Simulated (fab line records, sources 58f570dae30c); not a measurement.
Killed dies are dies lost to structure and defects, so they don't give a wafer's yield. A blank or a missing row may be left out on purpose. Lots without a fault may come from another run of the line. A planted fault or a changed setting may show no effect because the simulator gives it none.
Chamber matching | flow berkeley_cmos170 | UCB170_SPACER_ETCHBACK_03 on rie_diel-02: 4 sister chambers
The step etches SiO2 in CHF3/CF4/Ar, stops on Si, target depth 376 nm, time 100 s. 14 wafers are shown with their chamber, then 7 later ones without.

WAFERS WITH THEIR CHAMBER
wafer  | chamber | drypump_motor_current_A (A) | throttle_valve_pct (%) | oes_product_au (a.u.)
L567.2 | 0       | 5.4                         | 6.46                   | 0.903
L567.5 | 1       | 5.9                         | 6.69                   | 0.884
L567.6 | 2       | 5.2                         | 6.54                   | 0.923
L571.1 | 2       | 5.2                         | 6.54                   | 0.910
L571.3 | 1       | 6.0                         | 6.69                   | 0.875
L571.5 | 1       | 6.0                         | 6.69                   | 0.891
L573.3 | 3       | 5.1                         | 6.33                   | 0.865
L573.5 | 3       | 5.1                         | 6.36                   | 0.882
L573.6 | 2       | 5.2                         | 6.53                   | 0.924
L576.2 | 1       | 5.9                         | 6.69                   | 0.875
L576.4 | 3       | 5.1                         | 6.36                   | 0.879
L576.5 | 2       | 5.2                         | 6.55                   | 0.918
L583.2 | 3       | 5.1                         | 6.34                   | 0.879
L583.5 | 0       | 5.4                         | 6.43                   | 0.897

SIGNATURES (means of the wafers above)
reading                 | chamber 0 | chamber 1 | chamber 2 | chamber 3 | scatter within a chamber
drypump_motor_current_A | 5.400     | 5.950     | 5.200     | 5.100     | 0.0316
throttle_valve_pct      | 6.4450    | 6.6900    | 6.5400    | 6.3475    | 0.0115
oes_product_au          | 0.90000   | 0.88125   | 0.91875   | 0.87625   | 0.00704
Rule: a wafer's distance from a chamber is the root of the sum, over the readings, of the square of ((its reading less the chamber's mean) divided by the reading's scatter). The wafer belongs to the nearest chamber; if the next one is less than 2 further off, it can't be placed. The scatter: the root of (the sum of the squares of (reading less its chamber's mean) over the shown wafers, divided by (wafers less chambers)).

WAFERS WITHOUT THEIR CHAMBER
wafer  | drypump_motor_current_A (A) | throttle_valve_pct (%) | oes_product_au (a.u.)
L583.6 | 6.0                         | 6.70                   | 0.872
L581.1 | 6.0                         | 6.68                   | 0.869
L581.4 | 5.1                         | 6.34                   | 0.878
L581.5 | 5.1                         | 6.35                   | 0.877
L590.2 | 5.1                         | 6.34                   | 0.885
L590.4 | 5.2                         | 6.55                   | 0.934
L590.5 | 5.4                         | 6.45                   | 0.894

WHICH CHAMBER EACH WENT THROUGH
wafer  | from the rows above | in truth
L583.6 | 1                   | 1
L581.1 | 1                   | 1
L581.4 | 3                   | 3
L581.5 | 3                   | 3
L590.2 | 3                   | 3
L590.4 | 2                   | 2
L590.5 | 0                   | 0
Placed correctly: 7 of 7. Can't be placed from these rows: 0. Placed wrongly: 0.
